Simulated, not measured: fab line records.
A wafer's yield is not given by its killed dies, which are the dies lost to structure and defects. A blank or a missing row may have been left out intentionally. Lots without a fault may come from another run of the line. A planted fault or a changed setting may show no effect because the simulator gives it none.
fab line records	flow berkeleyCmos170	part 1 of 2: steps 1 to 25 of 34
[record] lots = 5	wafers = 15	lastDay = 12
route steps=331 shown PFIELD@80 FIELD@89 SACOX@97 SCREENOX@100 NVT@104
lots untouched by any fault: they come from a run of this same line in which no faults occurred
startH: hours from the record's opening day to when the first of the lot's shown wafers began	waitH: how many hours have passed since the lot's step before this one	" unchanged from the row above	L1.1+2: one row covering several wafers at once	- no value, or no start given	* or withheld: withheld	< > ~ a bound
route shown NAME@n: a module of which the file shows steps, and the number in the route of the first	usual: mean and standard deviation over wafers with no fault	same: alike in all rows	chamber/n: place in a boat	sites: per-site readings	_std_site: standard deviation of those values	_edge_site: inner sites' mean taken away from outer sites' mean	radiusMm: for every site, how far away it sits from the centre of the wafer	mask NAME#n: copy n	behind: the tool/chamber that last shaped the wafer	hold: the reason the lot was held/the length of the hold in hours/how it ended	device: whichever transistor did not switch (one of n, p or np)	end of line: the same wafers' tests at the end of the route	a step with no rows: only its recipe	killed: not the wafer's yield, but the dies lost to structure and defects at the first sort	map: a wafer's dies, marking killed ones x, the rest . and places with no die _
set.NAME: the setting as run; set.NAME@STEP: as run at that earlier step	model.NAME: the simulator's own value behind a step, which no gauge read
lots at some steps of the route; a table a step, a row a wafer
services: a tool's chamber out of use, with start hour (startH, from the record's first day; less than 0 if before it), hours out, and reason
[[steps]]
[step UCB170_PFIELD_COAT_01]
[recipe] resist = KrF	spinRpm = 1500	resistThkNm = 900
[usual] chillPlateTempC = 23.01/0.11	exhaustPa = 45.2/0.84	resistLineTempC = 23.00/0.092	spinSpeedRpm = 1500.2/1
lot.wafer	tool	chamber	startH	waitH	chillPlateTempC	exhaustPa	resistLineTempC	spinSpeedRpm
L075.1	lithoTrack-02	0	105.93	0.1	22.72	44.6	22.95	1502.4
L075.2	"	0	"	"	22.96	44.6	22.94	1501.8
L075.3	"	0	"	"	22.85	44.1	22.98	1500.0
L077.2	lithoTrack-04	0	114.98	0.1	22.93	45.5	23.00	1498.3
L077.3	"	0	"	"	23.00	46.6	23.12	1500.3
L077.6	"	0	"	"	22.99	45.4	23.01	1499.7
L079.3	lithoTrack-01	0	115.39	0.1	23.09	45.4	22.90	1500.6
L079.5	"	0	"	"	22.99	44.8	22.89	1498.8
L079.6	"	0	"	"	22.94	44.2	22.99	1500.4
L089.2	lithoTrack-04	0	169.90	0.1	22.86	45.9	22.96	1500.5
L089.5	"	0	"	"	23.11	46.0	23.24	1498.4
L089.6	"	0	"	"	23.11	45.3	23.11	1498.9
L093.2	lithoTrack-01	0	197.54	0.1	23.11	44.6	22.95	1500.7
L093.3	"	0	"	"	23.24	44.5	22.85	1498.9
L093.5	"	0	"	"	23.14	44.0	23.03	1499.3
[step UCB170_PFIELD_SOFTBAKE_02]
[recipe] resist = KrF	tempC = 130	timeS = 60
[usual] chillPlateTempC = 23.00/0.11	exhaustPa = 44.9/0.91	plateTempC = 130.01/0.13	resistLineTempC = 23.00/0.1
lot.wafer	tool	chamber	startH	waitH	chillPlateTempC	exhaustPa	plateTempC	resistLineTempC
L075.1	lithoTrack-02	0	106.08	0.1	23.01	47.0	130.08	22.86
L075.2	"	0	"	"	22.91	45.8	130.06	22.98
L075.3	"	0	"	"	22.92	44.3	129.90	22.96
L077.2	lithoTrack-04	0	115.13	0.1	22.95	44.7	130.09	22.85
L077.3	"	0	"	"	23.00	44.5	129.89	22.95
L077.6	"	0	"	"	22.88	44.5	129.86	22.84
L079.3	lithoTrack-01	0	115.54	0.1	22.87	45.0	130.10	23.10
L079.5	"	0	"	"	22.99	43.8	129.72	22.99
L079.6	"	0	"	"	22.98	44.6	129.81	22.94
L089.2	lithoTrack-04	0	170.05	0.1	23.03	45.9	130.05	23.05
L089.5	"	0	"	"	23.23	46.1	129.94	22.95
L089.6	"	0	"	"	23.11	45.4	129.97	23.08
L093.2	lithoTrack-01	0	197.69	0.1	23.05	45.9	130.07	23.18
L093.3	"	0	"	"	23.07	44.8	130.08	23.19
L093.5	"	0	"	"	23.07	44.8	130.13	23.17
[step UCB170_PFIELD_EXPOSE_03]
[recipe] maskId = PFIELD	na = 0.5	sigmaOuter = 0.6	sourceShape = conventional	targetCdNm = 1500	doseMj = 30
[same] na = 0.5	sigmaOuter = 0.6
lot.wafer	tool	chamber	startH	waitH	mask
L075.1+2+3	krfScanner-02	0	106.23	0.1	PFIELD#0
L077.2+3+6	krfScanner-01	0	115.44	0.3	PFIELD#0
L079.3+5+6	krfScanner-01	0	115.68	0.1	PFIELD#0
L089.2+5+6	krfScanner-02	0	-	-	PFIELD#0
L093.2+3+5	krfScanner-02	0	-	-	PFIELD#0
[step UCB170_PFIELD_PEB_04]
[recipe] pebTempC = 130	pebTimeS = withheld	resist = KrF
[usual] chillPlateTempC = 22.99/0.11	exhaustPa = 44.9/0.95	plateTempC = 130.00/0.13	resistLineTempC = 23.00/0.11
lot.wafer	tool	chamber	startH	waitH	chillPlateTempC	exhaustPa	plateTempC	resistLineTempC
L075.1	lithoTrack-01	0	106.67	0.4	23.06	46.1	130.11	22.93
L075.2	"	0	"	"	22.98	44.5	129.92	22.86
L075.3	"	0	"	"	23.01	45.4	129.91	23.00
L077.2	lithoTrack-02	0	115.80	0.3	23.10	44.5	130.04	23.14
L077.3	"	0	"	"	22.86	43.7	130.01	23.07
L077.6	"	0	"	"	22.79	44.1	130.06	23.19
L079.3	lithoTrack-04	0	116.30	0.6	22.95	45.9	129.79	23.07
L079.5	"	0	"	"	22.88	46.6	129.94	23.12
L079.6	"	0	"	"	22.82	45.6	130.21	23.04
L089.2	lithoTrack-04	0	-	-	22.84	45.3	130.30	22.88
L089.5	"	0	"	"	22.85	46.8	129.92	22.97
L089.6	"	0	"	"	23.03	45.5	130.11	23.04
L093.2	lithoTrack-01	0	-	-	23.00	46.5	129.88	23.00
L093.3	"	0	"	"	23.03	45.2	129.92	22.99
L093.5	"	0	"	"	22.95	44.3	129.97	23.04
[step UCB170_PFIELD_DEVELOP_05]
[recipe] developer = TMAH	developTimeS = 45	resist = KrF	devTempC = 21
[usual] chillPlateTempC = 23.02/0.095	exhaustPa = 44.9/0.84	resistLineTempC = 23.00/0.11
lot.wafer	tool	chamber	startH	waitH	chillPlateTempC	exhaustPa	resistLineTempC
L075.1	lithoTrack-01	0	-	-	22.97	44.8	23.04
L075.2	"	0	"	"	22.98	43.7	23.08
L075.3	"	0	"	"	23.06	44.8	23.18
L077.2	lithoTrack-02	0	-	-	22.83	46.0	22.94
L077.3	"	0	"	"	23.09	42.6	22.90
L077.6	"	0	"	"	22.85	44.0	22.98
L079.3	lithoTrack-04	0	-	-	23.04	46.4	23.04
L079.5	"	0	"	"	23.00	45.5	23.07
L079.6	"	0	"	"	23.05	45.9	23.11
L089.2	lithoTrack-04	0	-	-	22.88	44.1	23.09
L089.5	"	0	"	"	22.92	43.5	23.05
L089.6	"	0	"	"	22.96	44.0	23.11
L093.2	lithoTrack-01	0	-	-	22.98	43.6	23.03
L093.3	"	0	"	"	23.06	43.9	23.23
L093.5	"	0	"	"	22.98	44.5	23.10
[step UCB170_PFIELD_OVL_MEAS_06]
[usual] PFIELD_OVL = -1/4.7
lot.wafer	tool	chamber	startH	waitH	PFIELD_OVL[nm]
L075.1	overlay-01	-	106.95	-	-2
L075.2	"	-	"	"	0
L075.3	"	-	"	"	5
L077.2	overlay-01	-	116.05	-	-3
L077.3	"	-	"	"	-3
L077.6	"	-	"	"	2
L079.3	overlay-01	-	116.54	-	0
L079.5	"	-	"	"	-1
L079.6	"	-	"	"	-1
L089.2	overlay-02	-	171.73	-	-5
L089.5	"	-	"	"	1
L089.6	"	-	"	"	3
L093.2	overlay-02	-	199.90	-	-6
L093.3	"	-	"	"	-8
L093.5	"	-	"	"	-7
[step UCB170_PFIELD_IMPLANT_07]
[recipe] species = B	doseCm2 = 2e+13	energyKev = 80	tiltDeg = 7
lot.wafer	tool	chamber	startH	waitH
L075.1+2+3	implanter-02	0	106.98	0.0
L077.2+3+6	implanter-01	0	116.11	0.0
L079.3+5+6	implanter-03	0	116.62	0.1
L089.2+5+6	implanter-01	0	171.78	0.0
L093.2+3+5	implanter-02	0	199.95	0.0
[step UCB170_PFIELD_STRIP_08]
[recipe] chemistry = O2	powerW = 400	pressureMtorr = 3500	platenTempC = withheld	o2FlowSccm = 400	overashFraction = 0.5
[usual] drypumpMotorCurrentA = 6.09/0.22	o2FlowSccm = 399.9/1.2	oesProductAu = 0.734/0.0046	stripTimeToEndpointS = 21.63/0.052
lot.wafer	tool	chamber	startH	waitH	drypumpMotorCurrentA	o2FlowSccm	oesProductAu	rfHoursCounterH	stripTimeToEndpointS
L075.1	plasmaAsher-04	1	107.13	0.1	6.07	401.8	0.722	36	21.65
L075.2	"	0	"	"	6.43	399.4	0.737	36	21.66
L075.3	"	1	"	"	6.08	401.5	0.733	-	21.63
L077.2	plasmaAsher-02	0	116.23	0.1	5.67	400.4	0.736	37	21.66
L077.3	"	0	"	"	5.65	400.5	0.733	-	21.59
L077.6	"	1	"	"	6.15	400.4	0.736	-	21.65
L079.3	plasmaAsher-02	0	116.75	0.1	5.66	400.9	0.738	-	21.59
L079.5	"	1	"	"	6.15	397.9	0.736	-	21.61
L079.6	"	0	"	"	5.67	399.7	0.732	-	21.63
L089.2	plasmaAsher-04	0	171.91	0.1	6.45	401.0	0.732	6	21.61
L089.5	"	1	"	"	6.10	401.1	0.733	-	21.57
L089.6	"	0	"	"	6.43	400.8	0.730	-	21.58
L093.2	plasmaAsher-01	1	200.08	0.1	6.07	400.4	0.735	47	21.59
L093.3	"	1	"	"	6.11	398.6	0.729	-	21.62
L093.5	"	1	"	"	6.07	400.1	0.739	-	21.63
[step UCB170_PFIELD_TW_MEAS_09]
[usual] PFIELD_TW = 600/6.8
lot.wafer	tool	chamber	startH	waitH	PFIELD_TW
L075.1	filmMetro-04	-	107.23	0.1	607
L075.2	"	-	"	"	603
L075.3	"	-	"	"	606
L077.2	filmMetro-04	-	116.34	0.1	603
L077.3	"	-	"	"	606
L077.6	"	-	"	"	606
L079.3	filmMetro-04	-	116.84	0.1	606
L079.5	"	-	"	"	606
L079.6	"	-	"	"	603
L089.2	filmMetro-01	-	172.02	0.1	603
L089.5	"	-	"	"	604
L089.6	"	-	"	"	601
L093.2	filmMetro-04	-	200.19	0.1	605
L093.3	"	-	"	"	607
L093.5	"	-	"	"	608
[step UCB170_FIELD_CLEAN_00]
[recipe] chemistry = dHF	dilution = 25:1	timeS = 7.5
lot.wafer	tool	chamber	startH	waitH
L075.1+2+3	wetBench-02	3	107.44	0.2
L077.2+3+6	wetBench-01	1	116.39	0.0
L079.3+5+6	wetBench-03	0	116.88	0.0
L089.2+5+6	wetBench-03	3	172.07	0.0
L093.2+3+5	wetBench-03	0	200.24	0.0
[step UCB170_FIELD_OXIDATION_01]
[recipe] tempC = 1000	ambient = H2O	pH2oTorr = 584.62	targetThkA = 5583	oxTimeS = 7200
[usual] oxTempCMax = 1003.3/0.84	tube_center_temp_C_max = 1002.6/0.44
[same] oxTimeS = 7200
lot.wafer	tool	chamber	startH	waitH	oxTempCMax	tube_center_temp_C_max
L075.1	furnace-01	0	110.37	2.9	1002.7	1001.9
L075.2	"	0	"	"	1003.0	1002.7
L075.3	"	0	"	"	1003.8	1002.5
L077.2	furnace-04	0	123.07	6.7	1002.4	1003.5
L077.3	"	0	"	"	1003.6	1001.9
L077.6	"	0	"	"	1003.5	1002.4
L079.3	furnace-04	0	123.07	6.2	1003.9	1002.7
L079.5	"	0	"	"	1003.3	1002.5
L079.6	"	0	"	"	1004.4	1002.3
L089.2	furnace-04	0	176.19	4.1	1003.8	1001.9
L089.5	"	0	"	"	1002.9	1002.0
L089.6	"	0	"	"	1003.3	1002.3
L093.2	furnace-02	0	201.64	1.4	1004.7	1003.0
L093.3	"	0	"	"	1003.1	1002.3
L093.5	"	0	"	"	1003.4	1002.4
[step UCB170_FIELD_THK_MEAS_02]
[recipe] reads = SiO2_of_FIELD_OXIDATION_01
[usual] FIELD_OXIDE_THK = 551/13
lot.wafer	tool	chamber	startH	waitH	FIELD_OXIDE_THK[nm]
L075.1	filmMetro-04	-	113.37	0.0	548
L075.2	"	-	"	"	549
L075.3	"	-	"	"	551
L077.2	filmMetro-02	-	126.08	0.0	527
L077.3	"	-	"	"	529
L077.6	"	-	"	"	531
L079.3	filmMetro-04	-	126.15	0.1	546
L079.5	"	-	"	"	540
L079.6	"	-	"	"	560
L089.2	filmMetro-02	-	179.20	0.0	562
L089.5	"	-	"	"	575
L089.6	"	-	"	"	561
L093.2	filmMetro-02	-	204.65	0.0	583
L093.3	"	-	"	"	583
L093.5	"	-	"	"	577
[step UCB170_FIELD_ANNEAL_03]
[recipe] tempC = 1000	timeS = 1200	ambient = N2
[usual] tube_center_temp_C_max = 1002.6/0.4
lot.wafer	tool	chamber	startH	waitH	tube_center_temp_C_max
L075.1	furnace-02	0	118.45	5.1	1002.6
L075.2	"	0	"	"	1002.3
L075.3	"	0	"	"	1001.8
L077.2	furnace-02	0	130.14	4.0	1002.4
L077.3	"	0	"	"	1002.6
L077.6	"	0	"	"	1003.0
L079.3	furnace-02	0	130.14	4.0	1002.4
L079.5	"	0	"	"	1002.5
L079.6	"	0	"	"	1003.0
L089.2	furnace-01	0	183.25	4.0	1002.6
L089.5	"	0	"	"	1002.3
L089.6	"	0	"	"	1003.0
L093.2	furnace-04	0	206.47	1.8	1002.7
L093.3	"	0	"	"	1002.0
L093.5	"	0	"	"	1002.9
[step UCB170_FIELD_WET_ETCH_04]
[recipe] chemistry = dHF	dilution = 10:1	target = SiO2	tempC = 25	timeS = 60
lot.wafer	tool	chamber	startH	waitH
L075.1+2+3	wetBench-02	3	119.79	0.0
L077.2+3+6	wetBench-01	2	131.47	0.0
L079.3+5+6	wetBench-03	0	131.47	0.0
L089.2+5+6	wetBench-03	1	184.59	0.0
L093.2+3+5	wetBench-03	3	208.19	0.4
[step UCB170_FIELD_WET_ETCH_05]
[recipe] chemistry = H3PO4	target = Si3N4	tempC = 160	timeS = 12600
lot.wafer	tool	chamber	startH	waitH
L075.1+2+3	wetBench-03	3	119.81	0.0
L077.2+3+6	wetBench-03	1	131.49	0.0
L079.3+5+6	wetBench-03	3	131.49	0.0
L089.2+5+6	wetBench-03	3	184.61	0.0
L093.2+3+5	wetBench-03	2	208.39	0.2
[step UCB170_FIELD_WET_ETCH_06]
[recipe] chemistry = BOE	dilution = 5:1	target = SiO2	tempC = 25	timeS = 22
lot.wafer	tool	chamber	startH	waitH
L075.1+2+3	wetBench-01	3	123.32	0.0
L077.2+3+6	wetBench-02	0	136.02	1.0
L079.3+5+6	wetBench-02	2	136.04	1.0
L089.2+5+6	wetBench-03	2	188.12	0.0
L093.2+3+5	wetBench-03	0	212.14	0.2
[step UCB170_FIELD_THK_MEAS_90]
[recipe] reads = SiO2_of_FIELD_OXIDATION_01
[usual] FIELD_OXIDE_LEFT_1_THK = 434/13
lot.wafer	tool	chamber	startH	waitH	FIELD_OXIDE_LEFT_1_THK[nm]
L075.1	filmMetro-02	-	123.39	0.1	429
L075.2	"	-	"	"	431
L075.3	"	-	"	"	432
L077.2	filmMetro-01	-	136.05	0.0	409
L077.3	"	-	"	"	411
L077.6	"	-	"	"	413
L079.3	filmMetro-04	-	136.22	0.2	428
L079.5	"	-	"	"	422
L079.6	"	-	"	"	443
L089.2	filmMetro-01	-	188.14	0.0	445
L089.5	"	-	"	"	457
L089.6	"	-	"	"	445
L093.2	filmMetro-02	-	212.23	0.1	466
L093.3	"	-	"	"	466
L093.5	"	-	"	"	460
[step UCB170_SACOX_CLEAN_00]
[recipe] chemistry = dHF	dilution = 25:1	timeS = 7.5
lot.wafer	tool	chamber	startH	waitH
L075.1+2+3	wetBench-03	1	123.49	0.1
L077.2+3+6	wetBench-02	3	136.24	0.2
L079.3+5+6	wetBench-02	3	136.44	0.2
L089.2+5+6	wetBench-03	1	188.19	0.0
L093.2+3+5	wetBench-04	1	212.34	0.1
[step UCB170_SACOX_OXIDATION_01]
[recipe] tempC = 900	ambient = O2	targetThkA = 144	oxTimeS = 2400
[usual] oxTempCMax = 903.3/0.68	tube_center_temp_C_max = 902.3/0.4
[same] oxTimeS = 2400
lot.wafer	tool	chamber	startH	waitH	oxTempCMax	tube_center_temp_C_max
L075.1	furnace-04	0	128.82	5.3	903.7	901.8
L075.2	"	0	"	"	902.6	902.3
L075.3	"	0	"	"	903.5	902.1
L077.2	furnace-04	0	139.96	3.7	902.5	902.6
L077.3	"	0	"	"	903.0	902.2
L077.6	"	0	"	"	904.6	902.6
L079.3	furnace-04	0	139.96	3.5	903.9	902.4
L079.5	"	0	"	"	903.0	902.3
L079.6	"	0	"	"	903.0	903.0
L089.2	furnace-02	0	191.77	3.6	901.8	902.6
L089.5	"	0	"	"	903.5	902.8
L089.6	"	0	"	"	902.1	902.7
L093.2	furnace-04	0	215.99	3.6	902.6	902.7
L093.3	"	0	"	"	903.1	902.2
L093.5	"	0	"	"	902.8	902.1
[step UCB170_SACOX_THK_MEAS_02]
[recipe] reads = SiO2_of_SACOX_OXIDATION_01
[usual] SACOX_OXIDE_THK = 14.4/0.33
lot.wafer	tool	chamber	startH	waitH	SACOX_OXIDE_THK[nm]
L075.1	filmMetro-04	-	130.49	0.0	14.4
L075.2	"	-	"	"	14.0
L075.3	"	-	"	"	14.1
L077.2	filmMetro-03	-	141.63	0.0	14.1
L077.3	"	-	"	"	14.1
L077.6	"	-	"	"	14.1
L079.3	filmMetro-04	-	141.70	0.1	14.3
L079.5	"	-	"	"	14.1
L079.6	"	-	"	"	14.2
L089.2	filmMetro-04	-	193.45	0.0	14.6
L089.5	"	-	"	"	14.8
L089.6	"	-	"	"	14.7
L093.2	filmMetro-03	-	217.73	0.1	14.9
L093.3	"	-	"	"	14.5
L093.5	"	-	"	"	14.5
[step UCB170_SCREENOX_WET_ETCH_00]
[recipe] chemistry = dHF	dilution = 25:1	target = SiO2	tempC = 25	timeS = 200
lot.wafer	tool	chamber	startH	waitH
L075.1+2+3	wetBench-03	2	130.55	0.1
L077.2+3+6	wetBench-03	2	141.68	0.0
L079.3+5+6	wetBench-03	0	141.75	0.0
L089.2+5+6	wetBench-03	0	196.68	3.2
L093.2+3+5	wetBench-01	1	219.01	1.3
[step UCB170_SCREENOX_OXIDATION_01]
[recipe] tempC = 900	ambient = O2	targetThkA = 144	oxTimeS = 2400
[usual] oxTempCMax = 903.0/0.79	tube_center_temp_C_max = 902.3/0.36
[same] oxTimeS = 2400
lot.wafer	tool	chamber	startH	waitH	oxTempCMax	tube_center_temp_C_max
L075.1	furnace-02	0	133.97	3.4	903.2	901.8
L075.2	"	0	"	"	903.2	902.5
L075.3	"	0	"	"	904.7	902.4
L077.2	furnace-01	0	145.04	3.3	901.7	903.1
L077.3	"	0	"	"	902.3	903.0
L077.6	"	0	"	"	902.2	902.2
L079.3	furnace-01	0	145.04	3.2	904.1	903.1
L079.5	"	0	"	"	902.7	902.4
L079.6	"	0	"	"	902.0	902.1
L089.2	furnace-04	0	197.37	0.6	903.7	902.2
L089.5	"	0	"	"	903.6	901.9
L089.6	"	0	"	"	902.2	902.1
L093.2	furnace-04	0	221.91	2.8	903.1	902.2
L093.3	"	0	"	"	903.8	901.8
L093.5	"	0	"	"	902.9	902.9
[step UCB170_SCREENOX_THK_MEAS_02]
[recipe] reads = SiO2_of_SCREENOX_OXIDATION_01
[usual] SCREENOX_OXIDE_THK = 14.3/0.35
lot.wafer	tool	chamber	startH	waitH	SCREENOX_OXIDE_THK[nm]
L075.1	filmMetro-03	-	135.64	0.0	14.3
L075.2	"	-	"	"	14.2
L075.3	"	-	"	"	14.3
L077.2	filmMetro-02	-	146.78	0.1	14.8
L077.3	"	-	"	"	14.7
L077.6	"	-	"	"	14.7
L079.3	filmMetro-01	-	146.79	0.1	14.8
L079.5	"	-	"	"	14.7
L079.6	"	-	"	"	14.7
L089.2	filmMetro-01	-	199.05	0.0	14.6
L089.5	"	-	"	"	14.5
L089.6	"	-	"	"	14.4
L093.2	filmMetro-02	-	223.58	0.0	14.6
L093.3	"	-	"	"	14.9
L093.5	"	-	"	"	14.9
[step UCB170_SCREENOX_ANNEAL_03]
[recipe] tempC = 900	timeS = 900	ambient = N2
[usual] tube_center_temp_C_max = 902.3/0.37
lot.wafer	tool	chamber	startH	waitH	tube_center_temp_C_max
L075.1	furnace-04	0	137.36	1.7	902.2
L075.2	"	0	"	"	902.4
L075.3	"	0	"	"	901.8
L077.2	furnace-04	0	151.09	4.3	902.3
L077.3	"	0	"	"	901.9
L077.6	"	0	"	"	902.7
L079.3	furnace-04	0	151.09	4.3	902.9
L079.5	"	0	"	"	902.8
L079.6	"	0	"	"	901.7
L089.2	furnace-04	0	200.71	1.6	902.3
L089.5	"	0	"	"	902.3
L089.6	"	0	"	"	901.9
L093.2	furnace-01	0	226.32	2.7	902.5
L093.3	"	0	"	"	902.2
L093.5	"	0	"	"	902.6
[step UCB170_NVT_HMDS_00]
[recipe] primeTimeS = 60	primeTempC = 100
[usual] chillPlateTempC = 23.02/0.1	exhaustPa = 44.7/0.93	resistLineTempC = 22.99/0.11
lot.wafer	tool	chamber	startH	waitH	chillPlateTempC	exhaustPa	resistLineTempC
L075.1	lithoTrack-01	0	138.61	0.0	23.07	44.5	22.93
L075.2	"	0	"	"	22.95	45.3	22.90
L075.3	"	0	"	"	22.98	43.4	22.93
L079.3	lithoTrack-04	0	152.93	0.6	22.98	43.5	23.05
L079.5	"	0	"	"	22.97	44.2	22.95
L079.6	"	0	"	"	23.09	44.4	23.10
L077.2	lithoTrack-01	0	153.15	0.8	22.91	45.4	22.87
L077.3	"	0	"	"	22.95	46.2	22.95
L077.6	"	0	"	"	22.93	45.7	23.00
L089.2	lithoTrack-03	0	202.78	0.8	23.09	44.2	22.86
L089.5	"	0	"	"	23.05	43.7	22.93
L089.6	"	0	"	"	23.14	43.6	23.01
L093.2	lithoTrack-04	0	228.05	0.5	22.94	44.1	23.02
L093.3	"	0	"	"	22.85	43.6	22.96
L093.5	"	0	"	"	22.96	43.2	22.95
